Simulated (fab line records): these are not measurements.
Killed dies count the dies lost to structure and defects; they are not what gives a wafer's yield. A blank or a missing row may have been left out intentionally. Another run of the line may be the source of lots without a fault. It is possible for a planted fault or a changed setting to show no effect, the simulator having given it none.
Which tool is to blame? + flow rit-cmos + 24 wafers from 8 lots sampled at 2 of the route's 202 steps

WHAT THE GAUGES SHOWED, per wafer
RIT_PRETRO_OVL_MEAS_06.
| lot  | measured    | on         | PRETRO_OVL (nm)   |
|------|-------------|------------|-------------------|
| L160 | day 2 14:31 | overlay-01 | -1.1 -2.2 -0.7    |
| L162 | day 2 22:28 | overlay-02 | 1.1 2.6 2.7       |
| L165 | day 3 15:53 | overlay-01 | 1.2 1.9 -0.5      |
| L168 | day 4 05:59 | overlay-02 | 1.8 0.7 1.3       |
| L170 | day 4 18:08 | overlay-02 | 128.2 128.3 129.5 |
| L175 | day 5 19:56 | overlay-02 | 130.6 130.5 131.2 |
| L179 | day 6 13:20 | overlay-01 | -1.9 -1.2 -0.9    |
| L182 | day 7 01:22 | overlay-01 | 1.7 0.8 0.6       |

WHICH TOOL RAN EACH LOT (tool, then ch and the chambers of the sampled wafers, then the start)
| lot  | RIT_PRETRO_EXPOSE_03               |
|------|------------------------------------|
| L160 | iline-stepper-01 ch 0, day 2 13:58 |
| L162 | iline-stepper-01 ch 0, day 2 22:04 |
| L165 | iline-stepper-02 ch 0, day 3 15:28 |
| L168 | iline-stepper-01 ch 0, day 4 05:34 |
| L170 | iline-stepper-02 ch 0, day 4 17:42 |
| L175 | iline-stepper-02 ch 0, day 5 19:19 |
| L179 | iline-stepper-01 ch 0, day 6 12:54 |
| L182 | iline-stepper-01 ch 0, day 7 00:56 |
- RIT_PRETRO_EXPOSE_03: exposes mask M5, target cd 43700 nm.

THE ANSWER, worked out from the rows above alone
Rule: the lots themselves supply what counts as usual. Put in order of their means at a reading, lots are off if they are a third of the lots or fewer, leave a main group of 4 or more, and stand apart from it by a gap of 3 or more times the standard deviation of the main group's means; of several such gaps the widest counts. If all means in a main group match to the digits the tables above print for the reading, that group is not used. A lot without any number at a reading at which 4 lots or more have one is off too. The other lots that the step has rows for count as sound.
Off: L170, L175, at RIT_PRETRO_OVL_MEAS_06 (PRETRO_OVL). For the main group the mean is 0.4 nm and the standard deviation 1.3.
A tool fits if, at a process step before that reading, it ran every lot that is off, and no sound lot after the first of them. Those tools and the gauges at RIT_PRETRO_OVL_MEAS_06 are tried in the same way. This does not decide it: 2 tools fit, namely iline-stepper-02 at RIT_PRETRO_EXPOSE_03 and overlay-02 at RIT_PRETRO_OVL_MEAS_06.

WHAT THE SIMULATOR PUT IN
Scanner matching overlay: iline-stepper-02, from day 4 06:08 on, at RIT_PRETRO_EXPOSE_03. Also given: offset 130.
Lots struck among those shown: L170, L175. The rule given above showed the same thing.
